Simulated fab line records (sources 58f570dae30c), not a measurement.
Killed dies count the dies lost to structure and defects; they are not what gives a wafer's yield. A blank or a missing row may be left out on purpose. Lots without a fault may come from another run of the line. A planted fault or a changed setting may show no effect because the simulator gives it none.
Which tool did it? + flow berkeley cmos170 + 14 lots (42 wafers sampled), 1 step of a 331-step route

== WHAT EACH GAUGE READ, for each wafer ==
UCB170_START_BOW_MEAS_00. Usual: INCOMING_BOW gives 0 um (standard deviation 6.6).
| lot  | measured    | on            | INCOMING_BOW (um) | flag |
|------|-------------|---------------|-------------------|------|
| L618 | day 1 10:01 | film metro-01 | -7 -3 -1          |      |
| L619 | day 1 15:01 | film metro-04 | -10 7 11          |      |
| L620 | day 1 20:01 | film metro-01 | -6 -3 -12         |      |
| L621 | day 2 01:00 | film metro-03 | 0 -8 3            |      |
| L622 | day 2 06:02 | film metro-03 | -2 8 1            |      |
| L623 | day 2 11:00 | film metro-04 | -2 6 7            |      |
| L624 | day 2 16:01 | film metro-03 | 4 -2 5            |      |
| L625 | day 2 21:01 | film metro-01 | -4 7 -4           |      |
| L627 | day 3 07:01 | film metro-01 | -3 -7 4           |      |
| L631 | day 4 03:00 | film metro-04 | -8 2 12           |      |
| L633 | day 4 13:00 | film metro-04 | 4 -8 1            |      |
| L634 | day 4 18:00 | film metro-03 | -2 8 -2           |      |
| L638 | day 5 14:02 | film metro-04 | -3 2 0            |      |
| L639 | day 5 19:00 | film metro-04 | 4 -2 -7           |      |

== TOOL THAT RAN EACH LOT (tool first, then ch and the chambers of the sampled wafers, then the start) ==
Before these readings, the record contains no process step.

== AS READ BY THE TOOLS THEMSELVES (means over the sampled wafers that have a number; for cases with no such wafer, the mark the record gives instead) ==
The record holds no such reading with a usual standard deviation.

== THE ANSWER, worked out from the rows above alone ==
Rule: take the mean of a lot's wafers that have a number; if it is more than 3 standard deviations from the usual mean, the lot is off. A lot without any number at a reading at which 4 lots or more have one is off too. Where the step has rows for the other lots, those lots are counted as sound. Order of review: gauges by route order, followed by the tools' own readings, for which a lot's mean as printed above is used. At the first step where some lot is off, the reading lying furthest off is the one used; lots without a number count as furthest.
Across all readings shown, no lot is off: no conclusion can be drawn from this.

== WHAT HAD BEEN PUT IN BY THE SIMULATOR ==
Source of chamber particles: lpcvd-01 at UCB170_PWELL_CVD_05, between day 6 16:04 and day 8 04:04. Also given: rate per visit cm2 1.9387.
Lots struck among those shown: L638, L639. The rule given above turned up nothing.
